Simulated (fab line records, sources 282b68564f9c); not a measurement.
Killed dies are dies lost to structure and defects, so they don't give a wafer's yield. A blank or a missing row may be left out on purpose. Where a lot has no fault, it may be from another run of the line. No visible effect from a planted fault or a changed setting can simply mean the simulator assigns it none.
A single fault, viewed from 2 desks	flow rit-cmos	only its own numbers are on each desk; what lay behind them is given at the end

## FROM THE METROLOGY DESK
What the gauges read, lot by lot, whatever tool the lot ran on: means of the sampled wafers that have a number. The brackets show how far a lot's mean lies from the usual mean; more than 4 standard deviations puts the lot out of limits, marked OUT.
Columns: A = cd-nm at RIT_CONTACT_CD_MEAS_08, usual 1000.6 nm; B = CONTACT_OVL at RIT_CONTACT_OVL_MEAS_09, usual 0.3 nm; C = cd-nm at RIT_CONTACT_CD_MEAS_90, usual 1000.8 nm; D = M1_AL_RS at RIT_M1_RS_MEAS_01, usual 0.0735 ohm/sq; E = M1_AL_THK at RIT_M1_THK_MEAS_02, usual 393 nm; F = cd-nm at RIT_M1_CD_MEAS_09, usual 2599.7 nm; G = M1_OVL at RIT_M1_OVL_MEAS_10, usual -0.4 nm
lot	first seen here	A	B	C	D	E	F	G
L131	day 4 10:41	1002.5	1.0	1003.2	0.0728	400	2599.1	-1.0
L132	day 4 14:43	997.2	0.8	997.2	0.0725	402	2597.6	-0.3
L133	day 4 16:45	997.2	-0.5	998.0	0.0627 (-13) OUT	500 (+21) OUT	2600.6	-1.0
L144	day 6 23:00	999.3	0.6	999.1	0.0744	390	2600.5	-0.5
L149	day 7 22:27	1001.2	-1.0	1001.3	0.0738	388	2599.8	-0.9
This desk's result: L133 out of limits, first on L133 (M1_AL_RS at RIT_M1_RS_MEAS_01), day 4 18:11. L131, L132, L144, L149 stayed within limits.

## FOR THE TOOL OWNER'S DESK: pvd-sputter-03
The tool's own readings at RIT_M1_SPUTTER_00 (material Al, target thk 400 nm, time 500 s): means of the sampled wafers that have a number, for each lot that ran on this tool. The brackets show how far a lot's mean lies from the usual mean; more than 4 standard deviations puts the lot out of limits, marked OUT.
Columns: A = chamber-pressure-pa at RIT_M1_SPUTTER_00, usual 0.3998 Pa; B = throttle-valve-pct at RIT_M1_SPUTTER_00, usual 30.1 %
lot	first seen here	A	B
L131	day 4 11:58	0.4002	30.0
L133	day 4 17:52	0.3990	30.0
L149	day 7 23:35	0.3999	30.2
Finding of this desk: none of the 3 lots has anything out of limits.

## BROUGHT TOGETHER
On L133, the metrology desk was in a position to raise an alarm at day 4 18:11.
Nothing out of limits was seen by the tool owner's desk.
Tool owner's desk: L133 on record, inside its limits.
RIT_M1_SPUTTER_00 was run on pvd-sputter-03 by each of the lots named.

## WHAT WAS PUT IN BY THE SIMULATOR
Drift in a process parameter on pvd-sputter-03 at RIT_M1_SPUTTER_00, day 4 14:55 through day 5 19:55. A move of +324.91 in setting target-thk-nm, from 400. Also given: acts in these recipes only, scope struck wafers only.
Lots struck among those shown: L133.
Hours from the fault's start to each desk's first reading out of limits: the metrology desk, 3.
